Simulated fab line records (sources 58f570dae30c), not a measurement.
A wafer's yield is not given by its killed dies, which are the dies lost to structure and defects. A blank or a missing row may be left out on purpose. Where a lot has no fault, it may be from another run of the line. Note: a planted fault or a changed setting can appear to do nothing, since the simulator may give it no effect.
A lot that was struck, set against a sound lot :: flow berkeley_cmos170 :: 13 steps out of a route of 331
Sound: these wafers, L627.1, L627.5, L627.6. Wafers struck: L630.1, L630.2, L630.6. The cause comes at the end.
Each step with rows lists, per side, the tool, then ch with its chambers, then its first start. Under that, the readings that differ: sound wafers :: struck wafers :: difference of the means :: sigmas: that difference in standard deviations of wafers without a fault.
alike: readings with means less than 2 such deviations apart, plus words and numbers identical on both sides. not compared: withheld readings, readings lacking a value on some wafer, bounds such as >300 that could conceal the same value, and numbers that have no deviation in the record and whose values overlap.
The two part at a step that has a row with sigmas, a row that says differs or no value, or rows on one side only. Non-overlapping numbers with no deviation appear without sigmas and do not part them. A reading missing from all wafers of one side parts the sides only when that side holds two or more wafers.

first, 2 steps without rows for these wafers: UCB170_NLDD_PEB_04; UCB170_NLDD_DEVELOP_05 (develop time 45 s).
UCB170_NLDD_CD_MEAS_06: the cd target is 1200 nm.
  sound on cd_sem-01 at day 9 15:12; struck on cd_sem-01 at day 10 04:04
  alike: cd_nm
UCB170_NLDD_OVL_MEAS_07:
  sound on overlay-02 at day 9 15:19; struck on overlay-01 at day 10 04:11
  alike: NLDD_OVL
then, 2 steps without rows for these wafers: UCB170_NLDD_IMPLANT_08; UCB170_NLDD_IMPLANT_09.
UCB170_NLDD_STRIP_10: strips in O2.
  sound on plasma_asher-01 ch 0,1, day 9 15:39; struck on plasma_asher-03 ch 0,1, day 10 04:31
  alike: drypump_motor_current_A, oes_product_au, strip_time_to_endpoint_s
  not compared: rf_hours_counter_h
UCB170_NLDD_TW_MEAS_11:
  sound on film_metro-01 at day 9 15:45; struck on film_metro-02 at day 10 04:38
  alike: NLDD_TW
then, 1 step without rows for these wafers: UCB170_NLDD_CLEAN_12 (cleans in SPM, time 600 s).
UCB170_SPACER_CVD_00: deposits SiO2 from TEOS/O2, target thk 376 nm, time 47 s.
  sound on pecvd-02 ch 0,1,2, day 9 16:00; struck on pecvd-03 ch 0,2, day 10 04:56
  alike: heater_power_w
UCB170_SPACER_THK_MEAS_01:
  sound on film_metro-03 at day 9 16:03; struck on film_metro-03 at day 10 04:59
  alike: SPACER_TEOS_THK
then, 1 step without rows for these wafers: UCB170_SPACER_ANNEAL_02 (time 1800 s).
UCB170_SPACER_ETCHBACK_03: etches SiO2 in CHF3/CF4/Ar, stops on Si, target depth 376 nm, time 100 s.
  sound on rie_diel-03 ch 1,2,3, day 9 22:58; struck on rie_diel-01 ch 1,3, day 10 10:23
reading: oes_product_au (a.u.)
sound: 0.874 0.920 0.904
struck: 1.024 0.989 1.014
difference: +0.110
sigmas: +7

reading: run_length_s (s)
sound: 128.3 127.7 127.6
struck: 110.3 110.6 110.7
difference: -17.3
sigmas: -35

reading: model.etch.depth_nm (nm)
sound: 367.6 383.2 378.4
struck: 364.5 359.6 363
difference: -14.0
sigmas: 
  alike: drypump_motor_current_A, throttle_valve_pct
  not compared: rf_hours_counter_h

== WHERE THEY PART ==
Only at UCB170_SPACER_ETCHBACK_03, within this record.

WHY: what had been put in by the simulator
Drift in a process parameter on rie_diel-01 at UCB170_SPACER_ETCHBACK_03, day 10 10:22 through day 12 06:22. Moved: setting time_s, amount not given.
